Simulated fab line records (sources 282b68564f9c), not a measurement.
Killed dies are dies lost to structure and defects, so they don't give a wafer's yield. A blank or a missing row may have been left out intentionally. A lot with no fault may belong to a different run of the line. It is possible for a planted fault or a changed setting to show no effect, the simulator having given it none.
fab line records + flow ritCmos
record
- lots=14
- wafers=42
- lastDay=7
route steps=202 shown PWELL@47
lots that met no fault: from a run of the same line without faults
startH: hours from the record's opening day to when the first of the lot's shown wafers began + waitH: hours since the lot's step before + " as in the row above + L1.1+2: a row that stands for several wafers + - no value present, or no start provided + * or withheld: withheld + < > ~ a bound
route shown NAME@n: names a module that has steps shown in the file, with the first one's number in the route + usual: average and standard deviation across the fault-free wafers + same: alike in all rows + chamber/n: place in a boat + sites: per-site readings + _std_site: the standard deviation of these + _edge_site: mean of outer sites minus mean of inner sites + radiusMm: how far each site lies from the wafer's centre + mask NAME#n: copy n + behind: the most recent tool/chamber to have shaped the wafer + hold: the reason the lot was held/the length of the hold in hours/how it ended + device: whichever transistor did not switch (one of n, p or np) + end of line: at the end of the route, the tests of the same wafers + where a step has no rows: the recipe by itself + killed: dies that structure and defects cost at the first sort, which is not the same as the wafer's yield + map: shows each die of a wafer: x if killed, . if not, _ if none is there
set.NAME: the setting as run; set.NAME@STEP: as run at that earlier step + model.NAME: the simulator's own value behind a step, which no gauge read
one table for each step of the route and one row for each wafer, over a sample of lots
services: the hour from which a tool's chamber was out of use, counted from the record's first day as startH (under 0 if before that day), plus the number of hours and why
## steps
# step RIT_PWELL_IMPLANT_08
# recipe
- species=B
- energyKev=170
- doseCm2=7e+13
- tiltDeg=7
# usual
- beamOnS=9.99/0.2
- doseIonsCm2=7e+13/7.4e+10
- faradayCurrentUA=222/4.2
| lot.wafer | tool         | chamber | startH | waitH | beamOnS | doseIonsCm2 | faradayCurrentUA |
|-----------|--------------|---------|--------|-------|---------|-------------|------------------|
| L565.1    | implanter-04 | 0       | 23.16  | 0.2   | 9.98    | 7.001e+13   | 221              |
| L565.4    | "            | 0       | "      | "     | 9.94    | 6.987e+13   | 223              |
| L565.5    | "            | 0       | "      | "     | 10.30   | 6.996e+13   | 216              |
| L566.2    | implanter-02 | 0       | 30.29  | 0.2   | 9.88    | 7.011e+13   | 225              |
| L566.4    | "            | 0       | "      | "     | 10.11   | 7.006e+13   | 220              |
| L566.6    | "            | 0       | "      | "     | 9.86    | 7.003e+13   | 224              |
| L568.1    | implanter-03 | 0       | 39.58  | 0.2   | 10.44   | 6.995e+13   | 214              |
| L568.3    | "            | 0       | "      | "     | 9.60    | 6.998e+13   | 231              |
| L568.4    | "            | 0       | "      | "     | 9.94    | 7.002e+13   | 225              |
| L569.2    | implanter-04 | 0       | 48.85  | 0.2   | 9.96    | 6.995e+13   | 223              |
| L569.4    | "            | 0       | "      | "     | 9.91    | 6.99e+13    | 225              |
| L569.6    | "            | 0       | "      | "     | 10.12   | 6.988e+13   | 219              |
| L570.1    | implanter-03 | 0       | 52.19  | 0.2   | 10.16   | 7.005e+13   | 218              |
| L570.2    | "            | 0       | "      | "     | 10.20   | 7.001e+13   | 217              |
| L570.3    | "            | 0       | "      | "     | 9.73    | 6.998e+13   | 228              |
| L571.2    | implanter-04 | 0       | 56.95  | 0.2   | 10.30   | 7.006e+13   | 215              |
| L571.4    | "            | 0       | "      | "     | 10.27   | 7.017e+13   | 215              |
| L571.5    | "            | 0       | "      | "     | 10.16   | 7.007e+13   | 218              |
| L572.2    | implanter-03 | 0       | 60.59  | 0.2   | 9.98    | 6.994e+13   | 222              |
| L572.4    | "            | 0       | "      | "     | 9.93    | 6.987e+13   | 222              |
| L572.6    | "            | 0       | "      | "     | 9.74    | 6.998e+13   | 227              |
| L574.2    | implanter-04 | 0       | 70.33  | 0.2   | 10.06   | 6.993e+13   | 220              |
| L574.4    | "            | 0       | "      | "     | 10.05   | 7e+13       | 221              |
| L574.5    | "            | 0       | "      | "     | 9.75    | 6.996e+13   | 227              |
| L576.2    | implanter-02 | 0       | 79.63  | 0.2   | 9.96    | 7.003e+13   | 222              |
| L576.4    | "            | 0       | "      | "     | 10.18   | 7.014e+13   | 217              |
| L576.5    | "            | 0       | "      | "     | 9.83    | 7.002e+13   | 225              |
| L577.1    | implanter-04 | 0       | 84.35  | 0.2   | 9.66    | 7.002e+13   | 230              |
| L577.4    | "            | 0       | "      | "     | 10.16   | 6.99e+13    | 218              |
| L577.5    | "            | 0       | "      | "     | 10.02   | 7.014e+13   | 221              |
| L579.2    | implanter-04 | 0       | 97.16  | 0.2   | 9.94    | 9.102e+13   | 291              |
| L579.3    | "            | 0       | "      | "     | 9.95    | 9.095e+13   | 289              |
| L579.4    | "            | 0       | "      | "     | 10.29   | 9.101e+13   | 281              |
| L580.1    | implanter-03 | 0       | 101.43 | 0.2   | 9.94    | 7.02e+13    | 224              |
| L580.5    | "            | 0       | "      | "     | 9.85    | 6.998e+13   | 225              |
| L580.6    | "            | 0       | "      | "     | 10.01   | 7e+13       | 222              |
| L583.1    | implanter-04 | 0       | 114.95 | 0.2   | 10.02   | 9.103e+13   | 287              |
| L583.2    | "            | 0       | "      | "     | 9.83    | 9.099e+13   | 293              |
| L583.3    | "            | 0       | "      | "     | 10.06   | 9.103e+13   | 286              |
| L584.1    | implanter-03 | 0       | 119.78 | 0.2   | 9.59    | 7.01e+13    | 231              |
| L584.2    | "            | 0       | "      | "     | 10.12   | 7.002e+13   | 220              |
| L584.5    | "            | 0       | "      | "     | 10.07   | 7.005e+13   | 222              |
# step RIT_PWELL_TW_MEAS_10
# usual
- PWELL_TW=956/9.7
| lot.wafer | tool         | chamber | startH | waitH | PWELL_TW |
|-----------|--------------|---------|--------|-------|----------|
| L565.1    | filmMetro-01 | -       | 23.49  | 0.1   | 966      |
| L565.4    | "            | -       | "      | "     | 969      |
| L565.5    | "            | -       | "      | "     | 964      |
| L566.2    | filmMetro-03 | -       | 30.60  | 0.1   | 943      |
| L566.4    | "            | -       | "      | "     | 950      |
| L566.6    | "            | -       | "      | "     | 951      |
| L568.1    | filmMetro-03 | -       | 39.91  | 0.1   | 946      |
| L568.3    | "            | -       | "      | "     | 945      |
| L568.4    | "            | -       | "      | "     | 949      |
| L569.2    | filmMetro-01 | -       | 49.16  | 0.1   | 963      |
| L569.4    | "            | -       | "      | "     | 955      |
| L569.6    | "            | -       | "      | "     | 962      |
| L570.1    | filmMetro-01 | -       | 52.52  | 0.1   | 968      |
| L570.2    | "            | -       | "      | "     | 963      |
| L570.3    | "            | -       | "      | "     | 964      |
| L571.2    | filmMetro-02 | -       | 57.26  | 0.1   | 947      |
| L571.4    | "            | -       | "      | "     | 950      |
| L571.5    | "            | -       | "      | "     | 954      |
| L572.2    | filmMetro-03 | -       | 60.90  | 0.1   | 942      |
| L572.4    | "            | -       | "      | "     | 941      |
| L572.6    | "            | -       | "      | "     | 944      |
| L574.2    | filmMetro-01 | -       | 70.64  | 0.1   | 963      |
| L574.4    | "            | -       | "      | "     | 961      |
| L574.5    | "            | -       | "      | "     | 964      |
| L576.2    | filmMetro-01 | -       | 79.94  | 0.1   | 968      |
| L576.4    | "            | -       | "      | "     | 974      |
| L576.5    | "            | -       | "      | "     | 970      |
| L577.1    | filmMetro-01 | -       | 84.67  | 0.1   | 971      |
| L577.4    | "            | -       | "      | "     | 973      |
| L577.5    | "            | -       | "      | "     | 970      |
| L579.2    | filmMetro-03 | -       | 97.47  | 0.1   | 1024     |
| L579.3    | "            | -       | "      | "     | 1028     |
| L579.4    | "            | -       | "      | "     | 1027     |
| L580.1    | filmMetro-01 | -       | 101.76 | 0.1   | 964      |
| L580.5    | "            | -       | "      | "     | 966      |
| L580.6    | "            | -       | "      | "     | 962      |
| L583.1    | filmMetro-03 | -       | 115.27 | 0.1   | 1035     |
| L583.2    | "            | -       | "      | "     | 1027     |
| L583.3    | "            | -       | "      | "     | 1028     |
| L584.1    | filmMetro-03 | -       | 120.10 | 0.1   | 949      |
| L584.2    | "            | -       | "      | "     | 945      |
| L584.5    | "            | -       | "      | "     | 947      |
# step RIT_WELLDRIVE_RS_MEAS_02
# recipe
- thkMeasGauge=four-point-probe
# usual
- PWELL_RS=429.9/1.1
| lot.wafer | tool         | chamber | startH | waitH | PWELL_RS[ohm/sq] |
|-----------|--------------|---------|--------|-------|------------------|
| L565.1    | filmMetro-01 | -       | 29.38  | 0.1   | 430.4            |
| L565.4    | "            | -       | "      | "     | 429.1            |
| L565.5    | "            | -       | "      | "     | 429.8            |
| L566.2    | filmMetro-03 | -       | 35.88  | 0.1   | 431.2            |
| L566.4    | "            | -       | "      | "     | 430.8            |
| L566.6    | "            | -       | "      | "     | 431.6            |
| L568.1    | filmMetro-03 | -       | 47.98  | 0.1   | 430.4            |
| L568.3    | "            | -       | "      | "     | 428.9            |
| L568.4    | "            | -       | "      | "     | 431.5            |
| L569.2    | filmMetro-02 | -       | 54.43  | 0.1   | 428.9            |
| L569.4    | "            | -       | "      | "     | 428.8            |
| L569.6    | "            | -       | "      | "     | 427.8            |
| L570.1    | filmMetro-01 | -       | 60.25  | 0.1   | 428.7            |
| L570.2    | "            | -       | "      | "     | 429.3            |
| L570.3    | "            | -       | "      | "     | 429.4            |
| L571.2    | filmMetro-01 | -       | 63.63  | 0.1   | 431.2            |
| L571.4    | "            | -       | "      | "     | 433.2            |
| L571.5    | "            | -       | "      | "     | 432.3            |
| L572.2    | filmMetro-03 | -       | 67.53  | 0.1   | 431.1            |
| L572.4    | "            | -       | "      | "     | 429.0            |
| L572.6    | "            | -       | "      | "     | 430.2            |
| L574.2    | filmMetro-02 | -       | 77.28  | 0.1   | 428.4            |
| L574.4    | "            | -       | "      | "     | 429.4            |
| L574.5    | "            | -       | "      | "     | 429.2            |
| L576.2    | filmMetro-01 | -       | 86.01  | 0.1   | 429.9            |
| L576.4    | "            | -       | "      | "     | 429.5            |
| L576.5    | "            | -       | "      | "     | 430.2            |
| L577.1    | filmMetro-03 | -       | 89.94  | 0.1   | 430.0            |
| L577.4    | "            | -       | "      | "     | 429.4            |
| L577.5    | "            | -       | "      | "     | 429.5            |
| L579.2    | filmMetro-03 | -       | 102.74 | 0.1   | 366.5            |
| L579.3    | "            | -       | "      | "     | 365.2            |
| L579.4    | "            | -       | "      | "     | 364.6            |
| L580.1    | filmMetro-01 | -       | 107.80 | 0.1   | 429.7            |
| L580.5    | "            | -       | "      | "     | 429.9            |
| L580.6    | "            | -       | "      | "     | 429.9            |
| L583.1    | filmMetro-03 | -       | 121.20 | 0.1   | 365.8            |
| L583.2    | "            | -       | "      | "     | 366.0            |
| L583.3    | "            | -       | "      | "     | 365.8            |
| L584.1    | filmMetro-01 | -       | 126.28 | 0.1   | 429.5            |
| L584.2    | "            | -       | "      | "     | 430.3            |
| L584.5    | "            | -       | "      | "     | 429.6            |
## services
| tool         | chamber | startH | hours | kind   |
|--------------|---------|--------|-------|--------|
| implanter-04 | -       | 4.10   | 1.4   | repair |
| implanter-02 | -       | 5.45   | 3.8   | pm     |
| implanter-02 | -       | 10.14  | 0.7   | repair |
| implanter-03 | -       | 46.71  | 5.2   | repair |
| implanter-02 | -       | 66.62  | 12.5  | repair |
| implanter-04 | -       | 90.52  | 2.5   | repair |
| implanter-04 | -       | 102.93 | 3.4   | repair |
## key
firstSign
- step=RIT_PWELL_IMPLANT_08
- reading=doseIonsCm2
- direction=up
- sigmas=99+
- usual=7e+13
- struck=9.101e+13
effect
- step=RIT_PWELL_IMPLANT_08
- reading=faradayCurrentUA
- direction=up
- sigmas=16
- usual=222
- struck=288
effect
- step=RIT_PWELL_TW_MEAS_10
- reading=PWELL_TW
- direction=up
- sigmas=7.5
- usual=956
- struck=1028
effect
- step=RIT_WELLDRIVE_RS_MEAS_02
- reading=PWELL_RS
- direction=down
- sigmas=57
- usual=429.9
- struck=365.7
metAt RIT_PWELL_IMPLANT_08
struckLots L579,L583
testerLeftOut L579,L583
onsetBetween 84.35 97.16
fault
- kind=processParameterDrift
- tool=implanter-04
- chamber=-
- onsetH=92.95
- steps=RIT_PWELL_IMPLANT_08
- channel=doseCm2
- offset=2.1e+13
- shape=step
- endH=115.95
- actsIn=theseRecipesOnly
- stated=7e+13
# testerLeftOut: of these lots the tester's yield and bins aren't shown, on N5 and GAA mostly nor the transistor test; their killed dies are dies lost to structure and defects alone, not to doping, threshold or leakage, so they don't give the yield
